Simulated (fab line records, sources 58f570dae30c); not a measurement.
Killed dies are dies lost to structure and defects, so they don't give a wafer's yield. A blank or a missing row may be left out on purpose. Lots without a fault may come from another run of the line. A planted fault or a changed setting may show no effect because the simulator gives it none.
Split-lot experiment | flow berkeley_cmos170 | 5 lots, 23 wafers read, on a route of 331 steps

THE SPLIT
At UCB170_NSD_COAT_01 (resist thk 900 nm), the setting resist_thk_nm was moved away from the recipe's 900 nm on 8 of the 23 wafers read, by +2.7% to +5.0%. The other wafers ran this setting at the recipe's value.

The reading is taken at the split's own step.

THE READING
KrF_of_NSD_COAT_01.thk_nm (the simulator's own value, which no gauge read), in nm, at UCB170_NSD_COAT_01 (resist thk 900 nm). The file gives no usual value for it. The 15 wafers here that ran the recipe average 900.2 nm, standard deviation 2.6 nm.

wafer  | tool, chamber at the split | resist_thk_nm as run, nm | against the recipe | KrF_of_NSD_COAT_01.thk_nm, nm | against lot-mates on the recipe
L074.1 | litho_track-04, 0          | 900                      | recipe             | 901.9                         | -
L074.2 | litho_track-04, 0          | 900                      | recipe             | 898                           | -
L074.3 | litho_track-04, 0          | 900                      | recipe             | 894.8                         | -
L074.4 | litho_track-04, 0          | 945                      | +5.0%              | 941.2                         | +43.0
L074.6 | litho_track-04, 0          | 945                      | +5.0%              | 943.5                         | +45.3
L075.1 | litho_track-02, 0          | 924.3                    | +2.7%              | 926.2                         | +25.3
L075.2 | litho_track-02, 0          | 924.3                    | +2.7%              | 924.4                         | +23.5
L075.3 | litho_track-02, 0          | 924.3                    | +2.7%              | 925.7                         | +24.8
L075.4 | litho_track-02, 0          | 900                      | recipe             | 900.3                         | -
L075.6 | litho_track-02, 0          | 900                      | recipe             | 901.5                         | -
L077.1 | litho_track-01, 0          | 900                      | recipe             | 897.8                         | -
L077.2 | litho_track-01, 0          | 900                      | recipe             | 901                           | -
L077.3 | litho_track-01, 0          | 900                      | recipe             | 900.7                         | -
L077.5 | litho_track-01, 0          | 900                      | recipe             | 897.6                         | -
L077.6 | litho_track-01, 0          | 900                      | recipe             | 896.8                         | -
L083.2 | litho_track-04, 0          | 900                      | recipe             | 902.3                         | -
L083.4 | litho_track-04, 0          | 900                      | recipe             | 901.4                         | -
L083.6 | litho_track-04, 0          | 900                      | recipe             | 901.8                         | -
L082.1 | litho_track-01, 0          | 927.2                    | +3.0%              | 929.8                         | +26.0
L082.2 | litho_track-01, 0          | 900                      | recipe             | 905                           | -
L082.3 | litho_track-01, 0          | 927.2                    | +3.0%              | 927.4                         | +23.6
L082.4 | litho_track-01, 0          | 927.2                    | +3.0%              | 931.7                         | +27.9
L082.6 | litho_track-01, 0          | 900                      | recipe             | 902.6                         | -

THE FIT
A straight line over all 23 wafers: KrF_of_NSD_COAT_01.thk_nm changes by +8.91 nm for each +1% of resist_thk_nm; r = +0.99; the points scatter about the line by 2.6 nm.
The same after taking each lot's own level away (the mean of its wafers on the recipe; 23 wafers): +8.8 nm for each +1%; r = +0.99; scatter 1.7 nm.
On that fit, the largest move of resist_thk_nm shifts the reading by 44 nm.
The lots' own levels span 898.23 to 903.80 nm, that is 2.1 times the standard deviation above.
So the lot-to-lot level changes the slope little: the two slopes agree.
Check: with one of the wafers moved furthest among these (+5.0%) left out of the fit, the line predicts +44.4 nm for it against its lot-mates. It came out at +43 nm against them.

OTHER SPLITS ON THESE WAFERS
These wafers also went through other splits before the reading. Each is held against what the fit with the lots' levels taken away leaves over:
other split on the same wafers   | wafers away from the commonest value | r with KrF_of_NSD_COAT_01.thk_nm (lot level and that fit taken away)
UCB170_START_OXIDATION_02 temp_c | 10                                   | -0.01
UCB170_GATE_PEB_10 peb_temp_c    | 9                                    | +0.19
UCB170_PLDD_PEB_04 peb_temp_c    | 7                                    | -0.24

THE WHOLE CHAIN: every reading that the file lists as answering this split, in the file's order
step                | what it does      | reading                                                                    | change (the file's fit)              | r (the file's)
UCB170_NSD_COAT_01  | resist thk 900 nm | KrF_of_NSD_COAT_01.thk_nm (the simulator's own value, which no gauge read) | +8.81 nm for each +1% of the setting | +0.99
UCB170_NSD_STRIP_09 | strips in O2      | strip_time_to_endpoint_s                                                   | withheld for each +1% of the setting | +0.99

THE FILE'S OWN FIT
KrF_of_NSD_COAT_01.thk_nm changes by +8.81 nm for each +1% of resist_thk_nm, r = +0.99.
